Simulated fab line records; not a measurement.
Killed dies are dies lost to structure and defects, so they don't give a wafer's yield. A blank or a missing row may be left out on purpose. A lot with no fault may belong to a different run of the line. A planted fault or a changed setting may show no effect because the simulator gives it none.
Comparing a struck lot with a sound one    flow berkeley cmos170    14 out of 331 route steps
Sound: the wafers L357.2, L357.3, L357.6. Wafers L351.2, L351.3, L351.4 were the ones struck. The cause is named last.
For every step that has rows: the tool of each side, followed by ch and its chambers, followed by its first start. Under that, the readings that differ: sound wafers    struck wafers    difference of the means    sigmas: that difference in standard deviations of wafers without a fault.
alike: readings whose means differ by less than 2 such deviations, and words and numbers that are the same on both sides. not compared: withheld readings, readings that some wafer has no value for, bounds like >300 that may hide the same value, and numbers for which the record gives no deviation and whose values overlap.
Wherever a step has rows on one side only, a row that says differs or no value, or a row with sigmas, the two part there. Numbers that have no deviation but don't overlap get no sigmas and don't part them. A reading that every wafer of one side lacks parts them only if that side has two wafers or more.

first, 3 steps without rows for these wafers: UCB170_NVT_EXPOSE_03 (exposes mask PWELL, target cd 3000 nm); UCB170_NVT_PEB_04; UCB170_NVT_DEVELOP_05 (develop time 45 s).
UCB170_NVT_OVL_MEAS_06:
  struck on overlay-02, day 7 20:16; sound on overlay-01, day 8 22:58
  alike: NVT_OVL
following that, these wafers have no rows for 1 step: UCB170_NVT_IMPLANT_07.
UCB170_NVT_STRIP_08: strips in O2.
  sound on plasma asher-02 ch 0,1, day 8 23:08; struck on plasma asher-03 ch 0,1, day 7 20:27
  alike: drypump motor current A, oes product au, strip time to endpoint s
  not compared: rf hours counter h
UCB170_NVT_TW_MEAS_09:
  struck on film metro-01, day 7 20:34; sound on film metro-02, day 8 23:15
  alike: NVT_TW
then, 5 steps without rows for these wafers: UCB170_NVT_CLEAN_10 (cleans in SPM, time 600 s); UCB170_PVT_HMDS_00 (prime time 60 s); UCB170_PVT_COAT_01 (resist thk 900 nm); UCB170_PVT_SOFTBAKE_02 (time 60 s); UCB170_PVT_EXPOSE_03 (exposes mask NWELL, target cd 3000 nm).
UCB170_PVT_PEB_04:
  struck on litho track-04, day 8 00:33; sound on litho track-02 ch 0, day 9 03:16
  no value came back on the struck wafers for chill plate temp C (C), exhaust pa (Pa); on the sound wafers chill plate temp C (C) reads 23.14 23.19 23.29
then, 1 step without rows for these wafers: UCB170_PVT_DEVELOP_05 (develop time 45 s).

## WHERE THEY PART
At UCB170_PVT_PEB_04 and nowhere else, as far as this record goes.

WHY: what had been put in by the simulator
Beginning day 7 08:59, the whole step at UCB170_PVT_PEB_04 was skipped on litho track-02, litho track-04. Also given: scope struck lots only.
